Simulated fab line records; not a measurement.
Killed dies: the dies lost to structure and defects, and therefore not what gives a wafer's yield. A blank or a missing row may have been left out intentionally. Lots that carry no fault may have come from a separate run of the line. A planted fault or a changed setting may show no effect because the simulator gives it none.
fab line records + flow rit-cmos
record:
- lots: 14
- wafers: 42
- last-day: 7
route steps=202 shown NLDD@113 PLDD@120 SDANNEAL@156 PSD@157 NSD@158 SILICIDE@163 M1@202
lots that met no fault: taken from a fault-free run of the same line
start-h: hours from the record's first day to the start of the lot's first wafer shown + wait-h: how many hours have passed since the lot's step before this one + " same as the row above + L1.1+2: a row that stands for several wafers + - value missing, or start not given + * or withheld: withheld + < > ~ a bound
route shown NAME@n: a module of which the file shows steps, and the number in the route of the first + usual: the fault-free wafers' mean and standard deviation + same: alike in all rows + chamber/n: place in a boat + sites: each site's reading + _std_site: how widely they spread, as a standard deviation + _edge_site: mean of outer sites minus mean of inner sites + radius-mm: for every site, how far away it sits from the centre of the wafer + mask NAME#n: copy n + behind: the most recent tool/chamber to have shaped the wafer + hold: why the lot went on hold/how many hours it stayed there/how the hold came to an end + device: the transistor (n, p or np) that didn't switch + end of line: the route-end tests of the same wafers + for a step that has no rows: nothing shown but its recipe + killed: the dies lost at the first sort to structure and to defects; this is not the yield of the wafer + map: the dies of a wafer, with x for killed, . for not killed, _ for no die there
set.NAME: setting as actually run; set.NAME@STEP: the setting as run at that earlier step + model.NAME: the simulator's own value behind a step, which no gauge read
a sample of lots followed through the steps of the route, with each step as a table and each wafer as a row
services: a tool's chamber out of use, with start hour (start-h, from the record's first day; less than 0 if before it), hours out, and reason
== steps ==
step: RIT_NLDD_TW_MEAS_10
usual:
- NLDD_TW: 2489/22
| lot.wafer | tool          | chamber | start-h | wait-h | NLDD_TW |
|-----------|---------------|---------|---------|--------|---------|
| L864.2    | film-metro-04 | -       | 48.10   | 0.1    | 2529    |
| L864.5    | "             | -       | "       | "      | 2525    |
| L864.6    | "             | -       | "       | "      | 2523    |
| L865.1    | film-metro-02 | -       | 51.92   | 0.1    | 2478    |
| L865.2    | "             | -       | "       | "      | 2468    |
| L865.6    | "             | -       | "       | "      | 2456    |
| L866.2    | film-metro-02 | -       | 57.12   | 0.1    | 2472    |
| L866.4    | "             | -       | "       | "      | 2477    |
| L866.5    | "             | -       | "       | "      | 2483    |
| L867.2    | film-metro-02 | -       | 60.62   | 0.1    | 2469    |
| L867.4    | "             | -       | "       | "      | 2475    |
| L867.6    | "             | -       | "       | "      | 2468    |
| L869.1    | film-metro-02 | -       | 72.35   | 0.1    | 2460    |
| L869.3    | "             | -       | "       | "      | 2454    |
| L869.6    | "             | -       | "       | "      | 2460    |
| L870.3    | film-metro-04 | -       | 76.01   | 0.1    | 2518    |
| L870.4    | "             | -       | "       | "      | 2533    |
| L870.6    | "             | -       | "       | "      | 2507    |
| L871.2    | film-metro-02 | -       | 81.54   | 0.1    | 2473    |
| L871.5    | "             | -       | "       | "      | 2462    |
| L871.6    | "             | -       | "       | "      | 2468    |
| L872.1    | film-metro-02 | -       | 88.36   | 0.1    | 2475    |
| L872.3    | "             | -       | "       | "      | 2468    |
| L872.6    | "             | -       | "       | "      | 2474    |
| L873.1    | film-metro-02 | -       | 94.81   | 0.1    | 2450    |
| L873.2    | "             | -       | "       | "      | 2488    |
| L873.3    | "             | -       | "       | "      | 2476    |
| L874.3    | film-metro-02 | -       | 97.36   | 0.1    | 2482    |
| L874.4    | "             | -       | "       | "      | 2494    |
| L874.5    | "             | -       | "       | "      | 2477    |
| L875.2    | film-metro-02 | -       | 101.83  | 0.1    | 2473    |
| L875.3    | "             | -       | "       | "      | 2460    |
| L875.6    | "             | -       | "       | "      | 2476    |
| L882.1    | film-metro-03 | -       | 136.02  | 0.1    | 2496    |
| L882.4    | "             | -       | "       | "      | 2513    |
| L882.6    | "             | -       | "       | "      | 2496    |
| L884.1    | film-metro-02 | -       | 143.55  | 0.1    | 2493    |
| L884.2    | "             | -       | "       | "      | 2467    |
| L884.5    | "             | -       | "       | "      | 2490    |
| L887.1    | film-metro-04 | -       | 158.34  | 0.1    | 2511    |
| L887.4    | "             | -       | "       | "      | 2517    |
| L887.5    | "             | -       | "       | "      | 2515    |
step: RIT_PLDD_OVL_MEAS_06
usual:
- PLDD_OVL: -1.9/1.3
| lot.wafer | tool       | chamber | start-h | wait-h | PLDD_OVL[nm] |
|-----------|------------|---------|---------|--------|--------------|
| L864.2    | overlay-01 | -       | 49.01   | -      | -2.1         |
| L864.5    | "          | -       | "       | "      | -1.7         |
| L864.6    | "          | -       | "       | "      | -0.2         |
| L865.1    | overlay-01 | -       | 52.83   | -      | -1.5         |
| L865.2    | "          | -       | "       | "      | -0.6         |
| L865.6    | "          | -       | "       | "      | -0.8         |
| L866.2    | overlay-01 | -       | 58.16   | -      | -1.0         |
| L866.4    | "          | -       | "       | "      | -1.4         |
| L866.5    | "          | -       | "       | "      | -2.3         |
| L867.2    | overlay-02 | -       | 61.53   | -      | -2.1         |
| L867.4    | "          | -       | "       | "      | -2.3         |
| L867.6    | "          | -       | "       | "      | -3.1         |
| L869.1    | overlay-02 | -       | 73.40   | -      | -1.6         |
| L869.3    | "          | -       | "       | "      | -2.4         |
| L869.6    | "          | -       | "       | "      | -1.3         |
| L870.3    | overlay-02 | -       | 76.91   | -      | -3.4         |
| L870.4    | "          | -       | "       | "      | -3.5         |
| L870.6    | "          | -       | "       | "      | -3.0         |
| L871.2    | overlay-02 | -       | 82.45   | -      | -1.3         |
| L871.5    | "          | -       | "       | "      | -2.4         |
| L871.6    | "          | -       | "       | "      | -2.2         |
| L872.1    | overlay-02 | -       | 89.27   | -      | -1.7         |
| L872.3    | "          | -       | "       | "      | 0.7          |
| L872.6    | "          | -       | "       | "      | 0.7          |
| L873.1    | overlay-01 | -       | 95.89   | -      | -0.2         |
| L873.2    | "          | -       | "       | "      | -2.2         |
| L873.3    | "          | -       | "       | "      | -0.5         |
| L874.3    | overlay-02 | -       | 98.39   | -      | -3.5         |
| L874.4    | "          | -       | "       | "      | -3.2         |
| L874.5    | "          | -       | "       | "      | -3.3         |
| L875.2    | overlay-02 | -       | 102.74  | -      | -6.2         |
| L875.3    | "          | -       | "       | "      | -3.1         |
| L875.6    | "          | -       | "       | "      | -4.1         |
| L882.1    | overlay-02 | -       | 136.93  | -      | -1.8         |
| L882.4    | "          | -       | "       | "      | -3.0         |
| L882.6    | "          | -       | "       | "      | -3.2         |
| L884.1    | overlay-02 | -       | 144.61  | -      | -2.2         |
| L884.2    | "          | -       | "       | "      | -3.2         |
| L884.5    | "          | -       | "       | "      | -5.1         |
| L887.1    | overlay-02 | -       | 159.25  | -      | -1.0         |
| L887.4    | "          | -       | "       | "      | -0.9         |
| L887.5    | "          | -       | "       | "      | -2.6         |
step: RIT_SDANNEAL_RTA_03
recipe:
- temp-c: 1050
- time-s: 5
- idle-temp-c: 600
- ramp-up-c-per-s: 342
- ramp-down-c-per-s: 171
- cool-to-c: 600
- ambient: N2
usual:
- ramp-up-c-per-s: 342.00/0.062
- wafer_temp_C_max: 1053.7/1.2
| lot.wafer | tool          | chamber | start-h | wait-h | ramp-up-c-per-s | wafer_temp_C_max |
|-----------|---------------|---------|---------|--------|-----------------|------------------|
| L864.2    | rtp-anneal-01 | 0       | 55.57   | 0.0    | 342.06          | 1052.7           |
| L864.5    | "             | 0       | "       | "      | 342.03          | 1053.6           |
| L864.6    | "             | 0       | "       | "      | 342.08          | 1052.8           |
| L865.1    | rtp-anneal-02 | 0       | 59.57   | 0.0    | 342.03          | 1052.2           |
| L865.2    | "             | 0       | "       | "      | 342.00          | 1055.5           |
| L865.6    | "             | 0       | "       | "      | 341.98          | 1052.9           |
| L866.2    | rtp-anneal-01 | 0       | 64.78   | 0.0    | 342.09          | 1053.7           |
| L866.4    | "             | 0       | "       | "      | 342.03          | 1053.1           |
| L866.5    | "             | 0       | "       | "      | 341.95          | 1055.8           |
| L867.2    | rtp-anneal-02 | 0       | 68.41   | 0.0    | 341.96          | 1053.7           |
| L867.4    | "             | 0       | "       | "      | 342.09          | 1056.5           |
| L867.6    | "             | 0       | "       | "      | 341.96          | 1052.7           |
| L869.1    | rtp-anneal-02 | 0       | 80.74   | 0.0    | 342.01          | 1052.6           |
| L869.3    | "             | 0       | "       | "      | 341.92          | 1052.2           |
| L869.6    | "             | 0       | "       | "      | 341.99          | 1055.2           |
| L870.3    | rtp-anneal-01 | 0       | 84.38   | 0.0    | 342.06          | 1052.5           |
| L870.4    | "             | 0       | "       | "      | 342.00          | 1054.7           |
| L870.6    | "             | 0       | "       | "      | 342.07          | 1056.1           |
| L871.2    | rtp-anneal-02 | 0       | 89.53   | 0.0    | 341.99          | 1053.8           |
| L871.5    | "             | 0       | "       | "      | 342.04          | 1056.3           |
| L871.6    | "             | 0       | "       | "      | 342.13          | 1053.8           |
| L872.1    | rtp-anneal-01 | 0       | 95.79   | 0.0    | 342.09          | 1056.2           |
| L872.3    | "             | 0       | "       | "      | 341.93          | 1054.7           |
| L872.6    | "             | 0       | "       | "      | 341.99          | 1053.3           |
| L873.1    | rtp-anneal-02 | 0       | 102.40  | 0.0    | 341.93          | 1054.6           |
| L873.2    | "             | 0       | "       | "      | 342.10          | 1053.5           |
| L873.3    | "             | 0       | "       | "      | 341.98          | 1054.1           |
| L874.3    | rtp-anneal-01 | 0       | 104.83  | 0.0    | 341.96          | 1054.0           |
| L874.4    | "             | 0       | "       | "      | 341.98          | 1055.8           |
| L874.5    | "             | 0       | "       | "      | 342.00          | 1053.3           |
| L875.2    | rtp-anneal-02 | 0       | 109.28  | 0.0    | 342.04          | 1053.6           |
| L875.3    | "             | 0       | "       | "      | 342.09          | 1053.3           |
| L875.6    | "             | 0       | "       | "      | 342.04          | 1053.8           |
| L882.1    | rtp-anneal-01 | 0       | 143.87  | 0.0    | 341.88          | 988.0            |
| L882.4    | "             | 0       | "       | "      | 342.04          | 986.9            |
| L882.6    | "             | 0       | "       | "      | 342.06          | 989.7            |
| L884.1    | rtp-anneal-01 | 0       | 151.13  | 0.0    | 342.03          | 987.0            |
| L884.2    | "             | 0       | "       | "      | 341.97          | 987.0            |
| L884.5    | "             | 0       | "       | "      | 341.93          | 989.4            |
| L887.1    | rtp-anneal-02 | 0       | 165.66  | 0.0    | 342.02          | 1054.7           |
| L887.4    | "             | 0       | "       | "      | 341.94          | 1054.1           |
| L887.5    | "             | 0       | "       | "      | 341.90          | 1053.9           |
step: RIT_SDANNEAL_RS_MEAS_04
recipe:
- thk-meas-gauge: four-point-probe
usual:
- PSD_RS: 115.93/0.26
| lot.wafer | tool          | chamber | start-h | wait-h | PSD_RS[ohm/sq] |
|-----------|---------------|---------|---------|--------|----------------|
| L864.2    | film-metro-03 | -       | 55.64   | 0.1    | 116.07         |
| L864.5    | "             | -       | "       | "      | 116.24         |
| L864.6    | "             | -       | "       | "      | 115.92         |
| L865.1    | film-metro-04 | -       | 59.63   | 0.0    | 115.88         |
| L865.2    | "             | -       | "       | "      | 115.87         |
| L865.6    | "             | -       | "       | "      | 115.95         |
| L866.2    | film-metro-03 | -       | 64.85   | 0.1    | 115.36         |
| L866.4    | "             | -       | "       | "      | 115.60         |
| L866.5    | "             | -       | "       | "      | 116.10         |
| L867.2    | film-metro-04 | -       | 68.48   | 0.1    | 116.16         |
| L867.4    | "             | -       | "       | "      | 116.22         |
| L867.6    | "             | -       | "       | "      | 116.23         |
| L869.1    | film-metro-03 | -       | 80.80   | 0.0    | 115.84         |
| L869.3    | "             | -       | "       | "      | 115.46         |
| L869.6    | "             | -       | "       | "      | 115.54         |
| L870.3    | film-metro-03 | -       | 84.46   | 0.1    | 116.08         |
| L870.4    | "             | -       | "       | "      | 116.05         |
| L870.6    | "             | -       | "       | "      | 116.20         |
| L871.2    | film-metro-04 | -       | 89.59   | 0.1    | 115.83         |
| L871.5    | "             | -       | "       | "      | 115.43         |
| L871.6    | "             | -       | "       | "      | 115.69         |
| L872.1    | film-metro-04 | -       | 95.84   | 0.0    | 116.27         |
| L872.3    | "             | -       | "       | "      | 116.17         |
| L872.6    | "             | -       | "       | "      | 116.07         |
| L873.1    | film-metro-04 | -       | 102.46  | 0.0    | 116.28         |
| L873.2    | "             | -       | "       | "      | 115.64         |
| L873.3    | "             | -       | "       | "      | 116.17         |
| L874.3    | film-metro-04 | -       | 104.91  | 0.1    | 115.88         |
| L874.4    | "             | -       | "       | "      | 115.65         |
| L874.5    | "             | -       | "       | "      | 115.50         |
| L875.2    | film-metro-03 | -       | 109.34  | 0.1    | 115.83         |
| L875.3    | "             | -       | "       | "      | 115.92         |
| L875.6    | "             | -       | "       | "      | 116.16         |
| L882.1    | film-metro-04 | -       | 143.93  | 0.0    | 165.64         |
| L882.4    | "             | -       | "       | "      | 165.97         |
| L882.6    | "             | -       | "       | "      | 165.58         |
| L884.1    | film-metro-02 | -       | 151.19  | 0.0    | 166.08         |
| L884.2    | "             | -       | "       | "      | 166.08         |
| L884.5    | "             | -       | "       | "      | 165.10         |
| L887.1    | film-metro-03 | -       | 165.72  | 0.0    | 115.89         |
| L887.4    | "             | -       | "       | "      | 115.56         |
| L887.5    | "             | -       | "       | "      | 115.83         |
step: RIT_SDANNEAL_RS_MEAS_05
recipe:
- thk-meas-gauge: four-point-probe
usual:
- NSD_RS: 84.58/0.25
| lot.wafer | tool          | chamber | start-h | wait-h | NSD_RS[ohm/sq] |
|-----------|---------------|---------|---------|--------|----------------|
| L864.2    | film-metro-03 | -       | 55.76   | 0.1    | 84.47          |
| L864.5    | "             | -       | "       | "      | 84.89          |
| L864.6    | "             | -       | "       | "      | 84.45          |
| L865.1    | film-metro-04 | -       | 59.75   | 0.1    | 84.18          |
| L865.2    | "             | -       | "       | "      | 84.41          |
| L865.6    | "             | -       | "       | "      | 84.39          |
| L866.2    | film-metro-03 | -       | 64.97   | 0.1    | 84.49          |
| L866.4    | "             | -       | "       | "      | 84.33          |
| L866.5    | "             | -       | "       | "      | 84.40          |
| L867.2    | film-metro-04 | -       | 68.60   | 0.1    | 84.58          |
| L867.4    | "             | -       | "       | "      | 84.88          |
| L867.6    | "             | -       | "       | "      | 84.74          |
| L869.1    | film-metro-03 | -       | 80.92   | 0.1    | 84.73          |
| L869.3    | "             | -       | "       | "      | 84.88          |
| L869.6    | "             | -       | "       | "      | 84.45          |
| L870.3    | film-metro-03 | -       | 84.58   | 0.1    | 84.85          |
| L870.4    | "             | -       | "       | "      | 84.83          |
| L870.6    | "             | -       | "       | "      | 84.79          |
| L871.2    | film-metro-04 | -       | 89.71   | 0.1    | 84.73          |
| L871.5    | "             | -       | "       | "      | 84.84          |
| L871.6    | "             | -       | "       | "      | 84.63          |
| L872.1    | film-metro-04 | -       | 95.96   | 0.1    | 84.49          |
| L872.3    | "             | -       | "       | "      | 84.07          |
| L872.6    | "             | -       | "       | "      | 84.60          |
| L873.1    | film-metro-04 | -       | 102.58  | 0.1    | 84.63          |
| L873.2    | "             | -       | "       | "      | 84.42          |
| L873.3    | "             | -       | "       | "      | 84.36          |
| L874.3    | film-metro-04 | -       | 105.03  | 0.1    | 84.70          |
| L874.4    | "             | -       | "       | "      | 84.48          |
| L874.5    | "             | -       | "       | "      | 84.35          |
| L875.2    | film-metro-03 | -       | 109.46  | 0.1    | 84.84          |
| L875.3    | "             | -       | "       | "      | 84.66          |
| L875.6    | "             | -       | "       | "      | 84.77          |
| L882.1    | film-metro-04 | -       | 144.05  | 0.1    | 86.97          |
| L882.4    | "             | -       | "       | "      | 86.95          |
| L882.6    | "             | -       | "       | "      | 87.27          |
| L884.1    | film-metro-02 | -       | 151.31  | 0.1    | 87.42          |
| L884.2    | "             | -       | "       | "      | 87.28          |
| L884.5    | "             | -       | "       | "      | 87.22          |
| L887.1    | film-metro-03 | -       | 165.84  | 0.1    | 84.65          |
| L887.4    | "             | -       | "       | "      | 84.77          |
| L887.5    | "             | -       | "       | "      | 84.70          |
step: RIT_SDANNEAL_RS_MEAS_06
recipe:
- thk-meas-gauge: four-point-probe
usual:
- PLDD_RS: 178.8/0.34
| lot.wafer | tool          | chamber | start-h | wait-h | PLDD_RS[ohm/sq] |
|-----------|---------------|---------|---------|--------|-----------------|
| L864.2    | film-metro-03 | -       | 55.88   | 0.1    | 178.8           |
| L864.5    | "             | -       | "       | "      | 178.5           |
| L864.6    | "             | -       | "       | "      | 178.0           |
| L865.1    | film-metro-04 | -       | 59.87   | 0.1    | 179.4           |
| L865.2    | "             | -       | "       | "      | 178.6           |
| L865.6    | "             | -       | "       | "      | 178.8           |
| L866.2    | film-metro-03 | -       | 65.09   | 0.1    | 178.3           |
| L866.4    | "             | -       | "       | "      | 178.8           |
| L866.5    | "             | -       | "       | "      | 178.6           |
| L867.2    | film-metro-04 | -       | 68.72   | 0.1    | 178.3           |
| L867.4    | "             | -       | "       | "      | 178.4           |
| L867.6    | "             | -       | "       | "      | 178.6           |
| L869.1    | film-metro-03 | -       | 81.04   | 0.1    | 178.7           |
| L869.3    | "             | -       | "       | "      | 179.1           |
| L869.6    | "             | -       | "       | "      | 178.8           |
| L870.3    | film-metro-03 | -       | 84.70   | 0.1    | 179.4           |
| L870.4    | "             | -       | "       | "      | 178.6           |
| L870.6    | "             | -       | "       | "      | 179.1           |
| L871.2    | film-metro-04 | -       | 89.83   | 0.1    | 179.2           |
| L871.5    | "             | -       | "       | "      | 178.5           |
| L871.6    | "             | -       | "       | "      | 178.8           |
| L872.1    | film-metro-04 | -       | 96.08   | 0.1    | 178.7           |
| L872.3    | "             | -       | "       | "      | 178.7           |
| L872.6    | "             | -       | "       | "      | 178.6           |
| L873.1    | film-metro-04 | -       | 102.70  | 0.1    | 179.3           |
| L873.2    | "             | -       | "       | "      | 178.8           |
| L873.3    | "             | -       | "       | "      | 178.9           |
| L874.3    | film-metro-04 | -       | 105.15  | 0.1    | 178.9           |
| L874.4    | "             | -       | "       | "      | 178.6           |
| L874.5    | "             | -       | "       | "      | 178.6           |
| L875.2    | film-metro-03 | -       | 109.58  | 0.1    | 179.3           |
| L875.3    | "             | -       | "       | "      | 178.6           |
| L875.6    | "             | -       | "       | "      | 178.7           |
| L882.1    | film-metro-04 | -       | 144.17  | 0.1    | 245.6           |
| L882.4    | "             | -       | "       | "      | 246.1           |
| L882.6    | "             | -       | "       | "      | 246.1           |
| L884.1    | film-metro-02 | -       | 151.43  | 0.1    | 246.1           |
| L884.2    | "             | -       | "       | "      | 246.3           |
| L884.5    | "             | -       | "       | "      | 245.8           |
| L887.1    | film-metro-03 | -       | 165.96  | 0.1    | 179.2           |
| L887.4    | "             | -       | "       | "      | 178.0           |
| L887.5    | "             | -       | "       | "      | 179.0           |
step: RIT_SILICIDE_RS_MEAS_02
recipe:
- thk-meas-gauge: four-point-probe
- reads: Ti_of_SILICIDE_SPUTTER_01
usual:
- SILICIDE_TI_RS: 51.3/0.8
| lot.wafer | tool          | chamber | start-h | wait-h | SILICIDE_TI_RS[ohm/sq] |
|-----------|---------------|---------|---------|--------|------------------------|
| L864.2    | film-metro-04 | -       | 56.28   | 0.1    | 50.5                   |
| L864.5    | "             | -       | "       | "      | 51.5                   |
| L864.6    | "             | -       | "       | "      | 50.8                   |
| L865.1    | film-metro-01 | -       | 60.27   | 0.1    | 51.2                   |
| L865.2    | "             | -       | "       | "      | 52.4                   |
| L865.6    | "             | -       | "       | "      | 52.0                   |
| L866.2    | film-metro-01 | -       | 65.49   | 0.1    | 52.8                   |
| L866.4    | "             | -       | "       | "      | 51.7                   |
| L866.5    | "             | -       | "       | "      | 51.3                   |
| L867.2    | film-metro-03 | -       | 69.12   | 0.1    | 51.1                   |
| L867.4    | "             | -       | "       | "      | 51.1                   |
| L867.6    | "             | -       | "       | "      | 51.0                   |
| L869.1    | film-metro-04 | -       | 81.44   | 0.1    | 50.7                   |
| L869.3    | "             | -       | "       | "      | 50.2                   |
| L869.6    | "             | -       | "       | "      | 50.5                   |
| L870.3    | film-metro-03 | -       | 85.10   | 0.1    | 53.1                   |
| L870.4    | "             | -       | "       | "      | 52.4                   |
| L870.6    | "             | -       | "       | "      | 51.7                   |
| L871.2    | film-metro-03 | -       | 90.24   | 0.1    | 51.7                   |
| L871.5    | "             | -       | "       | "      | 50.5                   |
| L871.6    | "             | -       | "       | "      | 51.6                   |
| L872.1    | film-metro-01 | -       | 96.49   | 0.1    | 51.7                   |
| L872.3    | "             | -       | "       | "      | 51.1                   |
| L872.6    | "             | -       | "       | "      | 50.9                   |
| L873.1    | film-metro-04 | -       | 103.10  | 0.1    | 51.1                   |
| L873.2    | "             | -       | "       | "      | 51.4                   |
| L873.3    | "             | -       | "       | "      | 50.9                   |
| L874.3    | film-metro-03 | -       | 105.55  | 0.1    | 52.6                   |
| L874.4    | "             | -       | "       | "      | 52.4                   |
| L874.5    | "             | -       | "       | "      | 51.1                   |
| L875.2    | film-metro-04 | -       | 109.99  | 0.1    | 50.6                   |
| L875.3    | "             | -       | "       | "      | 51.8                   |
| L875.6    | "             | -       | "       | "      | 50.5                   |
| L882.1    | film-metro-03 | -       | 144.57  | 0.1    | 51.4                   |
| L882.4    | "             | -       | "       | "      | 52.2                   |
| L882.6    | "             | -       | "       | "      | 51.7                   |
| L884.1    | film-metro-04 | -       | 151.83  | 0.1    | 51.7                   |
| L884.2    | "             | -       | "       | "      | 52.8                   |
| L884.5    | "             | -       | "       | "      | 51.0                   |
| L887.1    | film-metro-01 | -       | 166.36  | 0.1    | 50.6                   |
| L887.4    | "             | -       | "       | "      | 51.4                   |
| L887.5    | "             | -       | "       | "      | 52.3                   |
step: RIT_M1_PROBE_99
usual:
- killed_at_M0_to_M3: 0.0/0.12
- killed-at-contacts: 0.0/0.16
- killed-at-front-end: 7.1/2.7
- killed-dies: 7.2/2.7
- killed-on-rim: 1.9/1.2
- killed-open: 3.5/1.9
- killed-short: 3.6/1.9
same:
- gross-dies: 264
- killed_at_M4_up: 0
- killed-at-back-side: 0
- killed-at-other: 0
| lot.wafer | tool      | chamber | start-h | wait-h | killed_at_M0_to_M3 | killed-at-contacts | killed-at-front-end | killed-dies | killed-on-rim | killed-open | killed-short |
|-----------|-----------|---------|---------|--------|--------------------|--------------------|---------------------|-------------|---------------|-------------|--------------|
| L867.2    | prober-01 | -       | 75.97   | 0.1    | 0                  | 0                  | 13                  | 13          | 1             | 7           | 6            |
| L867.4    | prober-01 | -       | 76.07   | 0.2    | 0                  | 0                  | 7                   | 7           | 2             | 6           | 1            |
| L867.6    | prober-01 | -       | 76.17   | 0.2    | 0                  | 0                  | 10                  | 10          | 3             | 7           | 3            |
| L872.1    | prober-02 | -       | 103.22  | 0.1    | 0                  | 0                  | 6                   | 6           | 2             | 4           | 2            |
| L872.3    | prober-02 | -       | 103.32  | 0.2    | 0                  | 0                  | 8                   | 8           | 2             | 5           | 3            |
| L872.6    | prober-02 | -       | 103.47  | 0.2    | 0                  | 0                  | 1                   | 1           | 0             | 0           | 1            |
| L873.1    | prober-01 | -       | 110.09  | 0.1    | 0                  | 0                  | 7                   | 7           | 1             | 2           | 5            |
| L873.2    | prober-01 | -       | 110.14  | 0.1    | 0                  | 0                  | 9                   | 9           | 3             | 5           | 4            |
| L873.3    | prober-01 | -       | 110.19  | 0.2    | 0                  | 0                  | 7                   | 7           | 1             | 2           | 5            |
| L882.1    | prober-02 | -       | 151.57  | 0.1    | 0                  | 0                  | 6                   | 6           | 2             | 3           | 3            |
| L882.4    | prober-02 | -       | 151.72  | 0.2    | 0                  | 0                  | 8                   | 8           | 2             | 4           | 4            |
| L882.6    | prober-02 | -       | 151.82  | 0.2    | 0                  | 0                  | 10                  | 10          | 3             | 3           | 7            |
| L887.1    | prober-01 | -       | 173.32  | 0.1    | 0                  | 0                  | 14                  | 14          | 5             | 8           | 6            |
| L887.4    | prober-01 | -       | 173.47  | 0.2    | 0                  | 0                  | 5                   | 5           | 1             | 2           | 3            |
| L887.5    | prober-01 | -       | 173.52  | 0.2    | 0                  | 0                  | 6                   | 6           | 2             | 2           | 4            |
killed by level:class
L867.2 SPACER:geometric-particle:open=3 FOX1:geometric-particle:short=2 GATE:geometric-particle:short=2 REOX:geometric-particle:open=2 FOX2:geometric-particle:open=1 GATE:geometric-particle:open=1 SPACER:geometric-particle:short=1 SILICIDE:geometric-particle:short=1
L867.4 REOX:geometric-particle:open=3 GATE:geometric-particle:open=2 REOX:geometric-particle:short=1 SPACER:geometric-particle:open=1
L867.6 GATE:geometric-particle:open=2 SPACER:geometric-particle:open=2 FOX1:geometric-particle:open=1 FOX2:geometric-particle:short=1 FOX2:geometric-particle:open=1 REOX:geometric-particle:open=1 SPACER:geometric-particle:short=1 SILICIDE:geometric-particle:short=1
L872.1 FOX1:geometric-particle:open=2 FOX1:geometric-particle:short=1 GATE:geometric-particle:short=1 REOX:geometric-particle:open=1 SILICIDE:geometric-particle:open=1
L872.3 SILICIDE:geometric-particle:open=3 FOX2:geometric-particle:short=2 GATE:geometric-particle:open=1 SPACER:geometric-particle:open=1 SPACER:geometric-particle:short=1
L872.6 GATE:geometric-particle:short=1
L873.1 SILICIDE:geometric-particle:short=3 GATE:geometric-particle:short=2 GATE:geometric-particle:open=1 REOX:geometric-particle:open=1
L873.2 GATE:geometric-particle:short=2 GATE:geometric-particle:open=2 REOX:geometric-particle:open=2 SPACER:geometric-particle:short=2 FOX2:geometric-particle:open=1
L873.3 GATE:geometric-particle:short=2 GATE:geometric-particle:open=2 REOX:geometric-particle:short=1 SPACER:geometric-particle:short=1 SILICIDE:geometric-particle:short=1
L882.1 GATE:geometric-particle:short=2 SPACER:geometric-particle:open=2 FOX1:geometric-particle:open=1 SPACER:geometric-particle:short=1
L882.4 GATE:geometric-particle:short=2 REOX:geometric-particle:open=2 FOX1:geometric-particle:short=1 SPACER:geometric-particle:short=1 GATE:geometric-particle:open=1 SILICIDE:geometric-particle:open=1
L882.6 GATE:geometric-particle:short=4 SPACER:geometric-particle:short=2 GATE:geometric-particle:open=1 SPACER:geometric-particle:open=1 SILICIDE:geometric-particle:open=1 SILICIDE:geometric-particle:short=1
L887.1 REOX:geometric-particle:open=6 REOX:geometric-particle:short=2 SPACER:geometric-particle:short=2 SILICIDE:geometric-particle:short=2 FOX2:geometric-particle:open=1 GATE:geometric-particle:open=1
L887.4 SILICIDE:geometric-particle:short=2 GATE:geometric-particle:short=1 SPACER:geometric-particle:open=1 SILICIDE:geometric-particle:open=1
L887.5 FOX1:geometric-particle:short=1 FOX2:geometric-particle:open=1 GATE:geometric-particle:short=1 REOX:geometric-particle:short=1 SPACER:geometric-particle:short=1 SILICIDE:geometric-particle:open=1
== services ==
| tool          | chamber | start-h | hours | kind |
|---------------|---------|---------|-------|------|
| rtp-anneal-01 | -       | 158.18  | 3.7   | pm   |
== key ==
first-sign:
- step: RIT_SDANNEAL_RTA_03
- reading: wafer_temp_C_max
- direction: down
- sigmas: 56
- usual: *
- struck: *
effect:
- step: RIT_SDANNEAL_RS_MEAS_04
- reading: PSD_RS
- direction: up
- sigmas: 99+
- usual: 115.93
- struck: 165.74
effect:
- step: RIT_SDANNEAL_RS_MEAS_05
- reading: NSD_RS
- direction: up
- sigmas: 10
- usual: 84.58
- struck: 87.19
effect:
- step: RIT_SDANNEAL_RS_MEAS_06
- reading: PLDD_RS
- direction: up
- sigmas: 99+
- usual: 178.8
- struck: 246.0
met-at RIT_SDANNEAL_RTA_03
struck-lots L882,L884
tester-left-out L882,L884
not-acting-at RIT_NLDD_TW_MEAS_10,RIT_PLDD_OVL_MEAS_06,RIT_SILICIDE_RS_MEAS_02
onset-between 104.83 143.87
fault:
- kind: process-parameter-drift
- tool: rtp-anneal-01
- chamber: -
- onset-h: 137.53
- steps: RIT_SDANNEAL_RTA_03
- channel: temp-c
- offset: *
- shape: step
- end-h: 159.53
- acts-in: *
- stated: *
tester-left-out: of these lots the tester's yield and bins aren't shown, on N5 and GAA mostly nor the transistor test; their killed dies are dies lost to structure and defects alone, not to doping, threshold or leakage, so they don't give the yield
